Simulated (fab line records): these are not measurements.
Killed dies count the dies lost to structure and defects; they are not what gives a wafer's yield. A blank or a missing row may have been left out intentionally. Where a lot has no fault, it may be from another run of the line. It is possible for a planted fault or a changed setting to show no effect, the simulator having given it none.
The tool behind it: which one? / flow ritCmos / Sampling: 14 lots, 42 wafers, 2 of 202 route steps

== WHAT THE GAUGES READ, wafer by wafer ==
The record holds no reading of a measuring or inspecting step that can be judged against a usual standard deviation.

== TOOL THAT RAN EACH LOT (tool first, then ch and the chambers of the sampled wafers, then the start) ==
lot=L890; RIT_NLDD_IMPLANT_08=implanter-03 ch 0, day 2 18:26; RIT_M1_PROBE_99=-
lot=L892; RIT_NLDD_IMPLANT_08=implanter-03 ch 0, day 3 09:33; RIT_M1_PROBE_99=prober-02, day 4 01:16
lot=L893; RIT_NLDD_IMPLANT_08=implanter-04 ch 0, day 3 15:54; RIT_M1_PROBE_99=-
lot=L894; RIT_NLDD_IMPLANT_08=implanter-03 ch 0, day 3 19:39; RIT_M1_PROBE_99=prober-02, day 4 10:45
lot=L895; RIT_NLDD_IMPLANT_08=implanter-02 ch 0, day 3 22:52; RIT_M1_PROBE_99=-
lot=L896; RIT_NLDD_IMPLANT_08=implanter-04 ch 0, day 4 06:19; RIT_M1_PROBE_99=-
lot=L897; RIT_NLDD_IMPLANT_08=implanter-04 ch 0, day 4 12:58; RIT_M1_PROBE_99=-
lot=L898; RIT_NLDD_IMPLANT_08=implanter-03 ch 0, day 4 15:39; RIT_M1_PROBE_99=prober-02, day 5 07:58
lot=L905; RIT_NLDD_IMPLANT_08=implanter-03 ch 0, day 6 02:47; RIT_M1_PROBE_99=prober-01, day 6 18:18
lot=L907; RIT_NLDD_IMPLANT_08=implanter-03 ch 0, day 6 10:55; RIT_M1_PROBE_99=-
lot=L908; RIT_NLDD_IMPLANT_08=implanter-02 ch 0, day 6 13:21; RIT_M1_PROBE_99=-
lot=L909; RIT_NLDD_IMPLANT_08=implanter-02 ch 0, day 6 22:44; RIT_M1_PROBE_99=prober-01, day 7 14:21
lot=L910; RIT_NLDD_IMPLANT_08=implanter-04 ch 0, day 7 01:59; RIT_M1_PROBE_99=prober-02, day 7 17:46
lot=L911; RIT_NLDD_IMPLANT_08=implanter-04 ch 0, day 7 04:28; RIT_M1_PROBE_99=-
- RIT_NLDD_IMPLANT_08
- RIT_M1_PROBE_99

== WHAT THE TOOLS THEMSELVES READ (means of the sampled wafers that have a number; where no wafer has one, the mark that the record gives instead) ==
RIT_NLDD_IMPLANT_08. Usual: 19.999 for beamEnergyKeV, sd 0.0064.
lot=L890 tool=implanter-03 beamEnergyKeV=20.006 flag=
lot=L892 tool=implanter-03 beamEnergyKeV=20.003 flag=
lot=L893 tool=implanter-04 beamEnergyKeV=20.004 flag=
lot=L894 tool=implanter-03 beamEnergyKeV=19.990 flag=
lot=L895 tool=implanter-02 beamEnergyKeV=20.002 flag=
lot=L896 tool=implanter-04 beamEnergyKeV=19.997 flag=
lot=L897 tool=implanter-04 beamEnergyKeV=20.005 flag=
lot=L898 tool=implanter-03 beamEnergyKeV=20.004 flag=
lot=L905 tool=implanter-03 beamEnergyKeV=21.574 flag=OFF
lot=L907 tool=implanter-03 beamEnergyKeV=21.568 flag=OFF
lot=L908 tool=implanter-02 beamEnergyKeV=19.995 flag=
lot=L909 tool=implanter-02 beamEnergyKeV=19.999 flag=
lot=L910 tool=implanter-04 beamEnergyKeV=19.997 flag=
lot=L911 tool=implanter-04 beamEnergyKeV=19.991 flag=

RIT_M1_PROBE_99. Usual: killed_at_M0_to_M3 0.0, standard deviation 0.2; killedAtContacts 0.1, standard deviation 0.25; killedAtFrontEnd 6, standard deviation 3.1; killedDies 6, standard deviation 3.1; killedOpen 2.9, standard deviation 2; killedShort 3.3, standard deviation 2.
lot=L892 tool=prober-02 killed_at_M0_to_M3=0.0 killedAtContacts=0.0 killedAtFrontEnd=9 killedDies=9 killedOpen=3.7 killedShort=5.7 flag=
lot=L894 tool=prober-02 killed_at_M0_to_M3=0.0 killedAtContacts=0.0 killedAtFrontEnd=6 killedDies=6 killedOpen=2.3 killedShort=3.7 flag=
lot=L898 tool=prober-02 killed_at_M0_to_M3=0.0 killedAtContacts=0.0 killedAtFrontEnd=6 killedDies=6 killedOpen=3.0 killedShort=3.3 flag=
lot=L905 tool=prober-01 killed_at_M0_to_M3=0.0 killedAtContacts=0.3 killedAtFrontEnd=5 killedDies=6 killedOpen=3.3 killedShort=2.3 flag=
lot=L909 tool=prober-01 killed_at_M0_to_M3=0.0 killedAtContacts=0.0 killedAtFrontEnd=7 killedDies=7 killedOpen=2.3 killedShort=4.3 flag=
lot=L910 tool=prober-02 killed_at_M0_to_M3=0.0 killedAtContacts=0.0 killedAtFrontEnd=6 killedDies=6 killedOpen=2.0 killedShort=3.7 flag=

== THE ANSWER, worked out from the rows above alone ==
Rule: take the mean of a lot's wafers that have a number; if it is more than 3 standard deviations from the usual mean, the lot is off. A lot without any number at a reading at which 4 lots or more have one is off too. The other lots that the step has rows for count as sound. Order of review: gauges by route order, followed by the tools' own readings, for which a lot's mean as printed above is used. At the first step where some lot is off, the reading lying furthest off is the one used; lots without a number count as furthest.
Off at RIT_NLDD_IMPLANT_08 (beamEnergyKeV): L905, L907.
A tool fits if, at that step or a process step before it, it ran every lot that is off, and no sound lot after the first of them. One fits: RIT_NLDD_IMPLANT_08 on implanter-03. Its last sound lot is L898 (day 4 15:39), its first lot that is off L905 (day 6 02:47): a fault that began between those two fits.
On the lots that are off, the tool's own readings at RIT_NLDD_IMPLANT_08 differ by more than 5 times the standard deviation of the sound lots' means, which bears it out; beamEnergyKeV reads 21.571 there versus 19.999 on the sound lots.

== WHAT THE SIMULATOR HAD PUT IN ==
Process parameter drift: implanter-03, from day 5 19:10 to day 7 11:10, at RIT_NLDD_IMPLANT_08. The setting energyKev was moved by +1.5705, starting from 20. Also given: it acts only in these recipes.
Lots struck among those shown: L905, L907. This agrees with what the rule above found.
